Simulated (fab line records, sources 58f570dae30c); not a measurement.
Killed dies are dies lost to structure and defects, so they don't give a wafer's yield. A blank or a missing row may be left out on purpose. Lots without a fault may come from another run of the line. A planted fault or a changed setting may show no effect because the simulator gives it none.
Split-lot experiment | flow berkeley_cmos170 | 5 lots, 23 wafers read, on a route of 331 steps

THE SPLIT
At UCB170_M2_SPUTTER_01 (material Al, target thk 900 nm, time 120 s), the setting time_s was moved away from the recipe's 120 s on 6 of the 23 wafers read, by -7.0% to +11.9%. The other wafers ran this setting at the recipe's value.

FROM THE SPLIT TO THE READING: what the file shows between them, 1 step
- UCB170_M2_RS_MEAS_02: measures by four-point-probe

THE READING
M2_AL_THK, in nm, at UCB170_M2_THK_MEAS_03 (measures by xrf). Fault-free wafers of this fab line usually give 918 nm, standard deviation 11 nm.

wafer  | tool, chamber at the split | time_s as run, s | against the recipe | M2_AL_THK, nm | against lot-mates on the recipe
L077.3 | pvd_sputter-02, -          | 120              | recipe             | 915           | -
L077.4 | pvd_sputter-02, -          | 120              | recipe             | 915           | -
L077.6 | pvd_sputter-02, -          | 120              | recipe             | 939           | -
L074.1 | pvd_sputter-01, -          | 120              | recipe             | 914           | -
L074.2 | pvd_sputter-01, -          | 120              | recipe             | 924           | -
L074.3 | pvd_sputter-01, -          | 134.3            | +11.9%             | 1026          | +109
L074.5 | pvd_sputter-01, -          | 134.3            | +11.9%             | 1026          | +109
L074.6 | pvd_sputter-01, -          | 120              | recipe             | 914           | -
L078.1 | pvd_sputter-01, -          | 120              | recipe             | 911           | -
L078.2 | pvd_sputter-01, -          | 111.6            | -7.0%              | 859           | -54
L078.3 | pvd_sputter-01, -          | 120              | recipe             | 919           | -
L078.4 | pvd_sputter-01, -          | 111.6            | -7.0%              | 847           | -66
L078.5 | pvd_sputter-01, -          | 120              | recipe             | 910           | -
L080.1 | pvd_sputter-04, -          | 120              | recipe             | 936           | -
L080.2 | pvd_sputter-04, -          | 112.9            | -5.9%              | 875           | -56
L080.4 | pvd_sputter-04, -          | 120              | recipe             | 924           | -
L080.5 | pvd_sputter-04, -          | 120              | recipe             | 932           | -
L080.6 | pvd_sputter-04, -          | 112.9            | -5.9%              | 878           | -53
L085.1 | pvd_sputter-01, -          | 120              | recipe             | 921           | -
L085.2 | pvd_sputter-01, -          | 120              | recipe             | 908           | -
L085.3 | pvd_sputter-01, -          | 120              | recipe             | 903           | -
L085.4 | pvd_sputter-01, -          | 120              | recipe             | 905           | -
L085.6 | pvd_sputter-01, -          | 120              | recipe             | 905           | -

THE FIT
A straight line over all 23 wafers: M2_AL_THK changes by +8.8 nm for each +1% of time_s; r = +0.97; the points scatter about the line by 10 nm.
The same after taking each lot's own level away (the mean of its wafers on the recipe; 23 wafers): +9.02 nm for each +1%; r = +0.99; scatter 6.5 nm.
On that fit, the largest move of time_s shifts the reading by 1.1e+02 nm.
The lots' own levels span 908.4 to 930.7 nm, that is 2.0 times the standard deviation above.
So the lot-to-lot level changes the slope little: the two slopes agree.
Check: with one of the wafers moved furthest among these (+11.9%) left out of the fit, the line predicts +107 nm for it against its lot-mates. It came out at +109 nm against them.

OTHER SPLITS ON THESE WAFERS
These wafers also went through other splits before the reading. Each is held against what the fit with the lots' levels taken away leaves over:
other split on the same wafers           | wafers away from the commonest value | r with M2_AL_THK (lot level and that fit taken away)
UCB170_BACKSIDE_COAT_01 resist_thk_nm    | 11                                   | +0.06
UCB170_SDANNEAL_RTA_01 time_s            | 11                                   | -0.11
UCB170_CONTACT_CVD_01 sih4_flow_sccm     | 18                                   | -0.04
UCB170_M1_SPUTTER_00 chamber_pressure_pa | 15                                   | -0.02
UCB170_V1_CMP_02 leave_above_ref_nm      | 7                                    | -0.02

THE WHOLE CHAIN: every reading that the file lists as answering this split, in the file's order
step                  | what it does                               | reading                                                                     | change (the file's fit)               | r (the file's)
UCB170_M2_SPUTTER_01  | material Al, target thk 900 nm, time 120 s | Al_of_M2_SPUTTER_01.thk_nm (the simulator's own value, which no gauge read) | +8.71 nm for each +1% of the setting  | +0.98
UCB170_M2_RS_MEAS_02  | measures by four-point-probe               | M2_AL_RS                                                                    | -0.000299 for each +1% of the setting | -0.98
UCB170_M2_THK_MEAS_03 | measures by xrf                            | M2_AL_THK                                                                   | +9.01 for each +1% of the setting     | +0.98

THE FILE'S OWN FIT
M2_AL_THK changes by +9.01 nm for each +1% of time_s, r = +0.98.
